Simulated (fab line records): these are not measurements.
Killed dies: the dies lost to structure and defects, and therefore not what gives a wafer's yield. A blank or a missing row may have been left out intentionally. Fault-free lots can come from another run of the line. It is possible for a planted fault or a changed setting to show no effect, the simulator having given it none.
Which tool is to blame? || flow berkeleyCmos170 || Sampling: 7 lots, 21 wafers, 2 of 331 route steps

== WHAT THE GAUGES SHOWED, per wafer ==
UCB170_NVT_TW_MEAS_09.
{"lot": "L800", "measured": "day 6 00:46", "on": "filmMetro-02", "NVT_TW": "523 527 528"}
{"lot": "L803", "measured": "day 6 09:22", "on": "filmMetro-02", "NVT_TW": "522 522 521"}
{"lot": "L808", "measured": "day 7 15:14", "on": "filmMetro-04", "NVT_TW": "612 613 611"}
{"lot": "L807", "measured": "day 7 15:37", "on": "filmMetro-01", "NVT_TW": "522 522 522"}
{"lot": "L819", "measured": "day 10 19:43", "on": "filmMetro-02", "NVT_TW": "524 525 523"}
{"lot": "L823", "measured": "day 11 10:23", "on": "filmMetro-04", "NVT_TW": "526 525 526"}
{"lot": "L821", "measured": "day 11 10:40", "on": "filmMetro-04", "NVT_TW": "527 523 528"}

== WHICH TOOL RAN EACH LOT (tool, then ch and the chambers of the sampled wafers, then the start) ==
{"lot": "L800", "UCB170_NVT_IMPLANT_07": "implanter-04 ch 0, day 6 00:31"}
{"lot": "L803", "UCB170_NVT_IMPLANT_07": "implanter-03 ch 0, day 6 09:07"}
{"lot": "L808", "UCB170_NVT_IMPLANT_07": "implanter-01 ch 0, day 7 14:59"}
{"lot": "L807", "UCB170_NVT_IMPLANT_07": "implanter-03 ch 0, day 7 15:22"}
{"lot": "L819", "UCB170_NVT_IMPLANT_07": "implanter-03 ch 0, day 10 19:28"}
{"lot": "L823", "UCB170_NVT_IMPLANT_07": "implanter-01 ch 0, day 11 10:08"}
{"lot": "L821", "UCB170_NVT_IMPLANT_07": "implanter-04 ch 0, day 11 10:25"}
- UCB170_NVT_IMPLANT_07

== THE ANSWER, worked out from the rows above alone ==
Rule: the usual values come from the lots themselves. Put in order of their means at a reading, lots are off if they are a third of the lots or fewer, leave a main group of 4 or more, and stand apart from it by a gap of 3 or more times the standard deviation of the main group's means; of several such gaps the widest counts. The tables above print the reading to a certain number of digits; a main group whose means all agree to those digits is not used. Also off: a lot with no number at a reading for which 4 or more lots have one. Any other lot the step has rows for is counted as sound.
Off: L808, seen at UCB170_NVT_TW_MEAS_09 (NVT_TW). The main group has a mean of 524 with a standard deviation of 1.8.
If a tool, at a process step before that reading, ran all the lots that are off and no sound lot after the first of them, it fits. Gauges at UCB170_NVT_TW_MEAS_09: tried the same way as those tools. Not one of the candidates tried fits.

== WHAT HAD BEEN PUT IN BY THE SIMULATOR ==
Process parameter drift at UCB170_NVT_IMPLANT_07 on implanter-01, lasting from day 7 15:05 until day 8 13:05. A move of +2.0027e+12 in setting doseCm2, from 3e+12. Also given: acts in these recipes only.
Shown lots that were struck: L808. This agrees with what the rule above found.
